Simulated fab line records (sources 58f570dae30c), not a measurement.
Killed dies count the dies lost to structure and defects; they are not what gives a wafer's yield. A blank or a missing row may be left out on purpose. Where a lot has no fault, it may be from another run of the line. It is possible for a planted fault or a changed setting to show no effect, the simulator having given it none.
Which tool was responsible? | flow berkeley cmos170 | Sampling: 7 lots, 21 wafers, 2 of 331 route steps

WHAT EACH GAUGE READ, for each wafer
UCB170_ACTIVE_CD_MEAS_13: target cd 1200 nm.
lot  | measured    | on        | cd nm (nm)
L447 | day 5 22:25 | cd sem-01 | 1199.4 1198.9 1199.3
L450 | day 6 05:08 | cd sem-02 | 1200.7 1200.8 1199.8
L455 | day 7 07:28 | cd sem-01 | 1200.4 1200.8 1200.1
L459 | day 7 22:19 | cd sem-01 | - - -
L462 | day 8 08:25 | cd sem-01 | 1199.8 1199.6 1200.0
L465 | day 9 10:41 | cd sem-02 | 1199.0 1198.2 1198.1
L467 | day 9 18:44 | cd sem-02 | 1197.5 1198.7 1196.6

TOOL THAT RAN EACH LOT (tool first, then ch and the chambers of the sampled wafers, then the start)
lot  | UCB170_ACTIVE_PEB_11
L447 | litho track-02 ch 0, day 5 22:08
L450 | litho track-04 ch 0, day 6 04:51
L455 | litho track-02 ch 0, day 7 07:11
L459 | litho track-04, day 7 22:02
L462 | litho track-04 ch 0, day 8 08:08
L465 | litho track-01 ch 0, day 9 10:25
L467 | litho track-01 ch 0, day 9 18:29
- UCB170_ACTIVE_PEB_11

THE ANSWER, worked out from the rows above alone
Rule: the usual values come from the lots themselves. The widest of any qualifying gaps counts: lots, ordered by their means at a reading, are off when they make up no more than a third of the lots, leave a main group of 4 or more, and stand apart from it by 3 or more times the standard deviation of that group's means. A main group whose means are all the same, to the digits that the tables above print for the reading, isn't used. A lot without any number at a reading at which 4 lots or more have one is off too. The other lots that the step has rows for count as sound.
Off: L459, at UCB170_ACTIVE_CD_MEAS_13 (cd nm). Without a number there: L459. For the main group the mean is 1199.3 nm and the standard deviation 1.
If a tool, at a process step before that reading, ran all the lots that are off and no sound lot after the first of them, it fits. Gauges at UCB170_ACTIVE_CD_MEAS_13: tried the same way as those tools. Of those tried, none fits.

WHAT THE SIMULATOR HAD PUT IN
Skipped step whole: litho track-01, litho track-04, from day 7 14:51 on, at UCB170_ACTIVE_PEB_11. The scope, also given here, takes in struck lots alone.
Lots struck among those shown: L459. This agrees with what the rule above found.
